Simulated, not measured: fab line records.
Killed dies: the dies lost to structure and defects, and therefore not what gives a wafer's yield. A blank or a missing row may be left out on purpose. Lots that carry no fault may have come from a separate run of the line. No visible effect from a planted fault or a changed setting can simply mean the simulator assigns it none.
A struck lot beside a sound one :: flow berkeley-cmos170 :: 20 steps out of a route of 331
Sound: these wafers, L866.1, L866.2, L866.3. Struck: wafers L867.1, L867.3, L867.6. Last of all comes the cause.
For every step that has rows: the tool of each side, followed by ch and its chambers, followed by its first start. Under that, the readings that differ: sound wafers :: struck wafers :: difference of the means :: sigmas: that difference in standard deviations of wafers without a fault.
alike: readings with means less than 2 such deviations apart, plus words and numbers identical on both sides. not compared: withheld readings, readings lacking a value on some wafer, bounds such as >300 that could conceal the same value, and numbers that have no deviation in the record and whose values overlap.
Wherever a step has rows on one side only, a row that says differs or no value, or a row with sigmas, the two part there. Numbers that don't overlap but have no deviation are shown without sigmas and don't part them. A reading missing from all wafers of one side parts the sides only when that side holds two or more wafers.

first, 5 steps without rows for these wafers: UCB170_WELLDRIVE_ANNEAL_03 (time 900 s); UCB170_WELLDRIVE_WET_ETCH_04 (etches SiO2 in BOE, time 120 s); UCB170_ACTIVE_CLEAN_00 (cleans in SPM, time 600 s); UCB170_ACTIVE_CLEAN_01 (cleans in dHF, time 60 s); UCB170_ACTIVE_OXIDATION_02 (target thk 26.4 nm, ox time 1260 s).
UCB170_ACTIVE_THK_MEAS_03:
  sound on film-metro-03, day 5 10:55; struck on film-metro-04, day 6 02:05
  alike: ACTIVE_OXIDE_THK
then, 2 steps without rows for these wafers: UCB170_ACTIVE_ANNEAL_04 (time 900 s); UCB170_ACTIVE_CVD_05 (deposits Si3N4 from SiH2Cl2/NH3, target thk 220 nm, time 3300 s).
UCB170_ACTIVE_THK_MEAS_06:
  sound on film-metro-02, day 5 16:14; struck on film-metro-02, day 6 09:48
  alike: ACTIVE_NITRIDE_THK
then, 3 steps without rows for these wafers: UCB170_ACTIVE_HMDS_07 (prime time 60 s); UCB170_ACTIVE_COAT_08 (resist thk 900 nm); UCB170_ACTIVE_SOFTBAKE_09 (time 60 s).
UCB170_ACTIVE_EXPOSE_10: exposes mask ACTIVE, target cd 1200 nm.
  sound on krf-scanner-02 ch 0, day 5 16:59; struck on krf-scanner-01 ch 0, day 6 11:05
reading: exposure-dose-mJ-cm2
sound: 19.995 20.015 20.003
struck: 18.796 18.813 18.818
difference: -1.195
sigmas: -54
  alike: mask, focus-offset-nm
then, 2 steps without rows for these wafers: UCB170_ACTIVE_PEB_11; UCB170_ACTIVE_DEVELOP_12 (develop time 45 s).
UCB170_ACTIVE_CD_MEAS_13: the cd target is 1200 nm.
  sound on cd-sem-01, day 5 17:22; struck on cd-sem-02, day 6 11:43
reading: cd-nm (nm)
sound: 1199.6 1198.4 1196.9
struck: 1214.2 1213.1 1214.7
difference: +15.7
sigmas: +10
UCB170_ACTIVE_OVL_MEAS_14:
  sound on overlay-02, day 5 17:29; struck on overlay-01, day 6 11:50
reading: ACTIVE_OVL (nm)
sound: -1 -3 -2
struck: 9 4 12
difference: +10
sigmas: +2
UCB170_ACTIVE_ETCH_15: etches Si3N4 in CH3F/Ar/O2, stops on SiO2, target depth 242 nm, time 151 s.
  sound on rie-diel-03 ch 0,1,2, day 5 17:32; struck on rie-diel-01 ch 1,2,3, day 6 11:53
  alike: drypump-motor-current-A, oes-product-au, throttle-valve-pct
  not compared: rf-hours-counter-h, model.ACTIVE.cd-nm
UCB170_ACTIVE_STRIP_16: strips in O2.
  sound on plasma-asher-01 ch 0,1, day 5 17:38; struck on plasma-asher-04 ch 0, day 6 11:59
  alike: drypump-motor-current-A, oes-product-au, strip-time-to-endpoint-s
  not compared: rf-hours-counter-h
UCB170_M3_PROBE_99:
  the record has rows for the sound wafers here (prober-02, day 9 07:40) and none for the struck ones

WHERE THEY PART
First at UCB170_ACTIVE_EXPOSE_10; last, within this record, at UCB170_M3_PROBE_99.

WHY: whatever the simulator had introduced
Drift in process parameters on krf-scanner-01 at UCB170_ACTIVE_EXPOSE_10, starting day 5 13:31. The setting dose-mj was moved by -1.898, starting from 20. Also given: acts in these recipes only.
